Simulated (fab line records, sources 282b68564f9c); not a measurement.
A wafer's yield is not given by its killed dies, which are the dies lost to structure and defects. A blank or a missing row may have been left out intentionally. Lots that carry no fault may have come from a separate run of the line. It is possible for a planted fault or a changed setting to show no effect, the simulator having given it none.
Which tool was responsible? -- flow ritCmos -- Sampling: 14 lots, 42 wafers, 2 of 202 route steps

== WHAT THE GAUGES SHOWED, per wafer ==
RIT_PLDD_OVL_MEAS_06.
lot,measured,on,PLDD_OVL (nm)
L241,day 2 18:56,overlay-01,1.2 0.6 0.6
L242,day 3 00:01,overlay-01,3.2 0.5 0.3
L243,day 3 04:37,overlay-01,1.4 -0.5 0.8
L245,day 3 16:16,overlay-02,2.3 3.0 2.2
L248,day 4 05:29,overlay-01,241.9 241.3 241.7
L249,day 4 11:29,overlay-01,241.5 241.5 241.1
L251,day 4 20:08,overlay-01,1.4 1.9 2.1
L252,day 5 01:53,overlay-01,240.6 241.0 240.3
L253,day 5 08:35,overlay-01,1.1 1.8 1.6
L254,day 5 11:49,overlay-01,-0.4 -0.7 -1.2
L255,day 5 17:04,overlay-01,1.8 3.1 1.8
L257,day 6 03:46,overlay-01,2.2 2.5 2.3
L260,day 6 17:37,overlay-01,-0.1 -0.5 1.7
L261,day 6 23:15,overlay-02,2.0 0.4 -2.7

== WHICH TOOL RAN EACH LOT (tool, then ch and the chambers of the sampled wafers, then the start) ==
lot,RIT_PLDD_EXPOSE_03
L241,"ilineStepper-01 ch 0, day 2 18:34"
L242,"ilineStepper-01 ch 0, day 2 23:39"
L243,"ilineStepper-02 ch 0, day 3 04:13"
L245,"ilineStepper-01 ch 0, day 3 15:48"
L248,"ilineStepper-02 ch 0, day 4 05:04"
L249,"ilineStepper-02 ch 0, day 4 11:05"
L251,"ilineStepper-01 ch 0, day 4 19:46"
L252,"ilineStepper-02 ch 0, day 5 01:31"
L253,"ilineStepper-01 ch 0, day 5 08:13"
L254,"ilineStepper-01 ch 0, day 5 11:25"
L255,"ilineStepper-01 ch 0, day 5 16:40"
L257,"ilineStepper-01 ch 0, day 6 03:23"
L260,"ilineStepper-01 ch 0, day 6 17:16"
L261,"ilineStepper-01 ch 0, day 6 22:52"
- RIT_PLDD_EXPOSE_03: exposes mask M8, target cd 40900 nm.

== WHAT THE TOOLS THEMSELVES READ (means of the sampled wafers that have a number; where no wafer has one, the mark that the record gives instead) ==
The record holds no such reading with a usual standard deviation.

== THE ANSWER, worked out from the rows above alone ==
Rule: the lots themselves supply what counts as usual. The widest of any qualifying gaps counts: lots, ordered by their means at a reading, are off when they make up no more than a third of the lots, leave a main group of 4 or more, and stand apart from it by 3 or more times the standard deviation of that group's means. A main group is skipped when, at the precision printed for the reading in the tables above, its means are all equal. Also off: a lot with no number at a reading for which 4 or more lots have one. Where the step has rows for the other lots, those lots are counted as sound. First the gauges in route order, then the tools' own readings, where a lot's mean is used as printed above. The first step at which some lot is off is used, and at that step the reading that is off furthest; a lot without a number counts as furthest.
Off: L248, L249, L252, seen at RIT_PLDD_OVL_MEAS_06 (PLDD_OVL). Main group: mean 1.1 nm, sd 1.
If a tool, at a process step before that reading, ran all the lots that are off and no sound lot after the first of them, it fits. Gauges at RIT_PLDD_OVL_MEAS_06: tried the same way as those tools. One candidate fits, namely ilineStepper-02 at RIT_PLDD_EXPOSE_03. Its last sound lot is L243 (day 3 04:13), its first lot that is off L248 (day 4 05:04): a fault that began between those two fits.

== WHAT THE SIMULATOR HAD INSERTED ==
Scanner matching overlay: ilineStepper-02, from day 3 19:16 on, at RIT_PLDD_EXPOSE_03. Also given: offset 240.
Shown lots that were struck: L248, L249, L252. The rule above found the same.
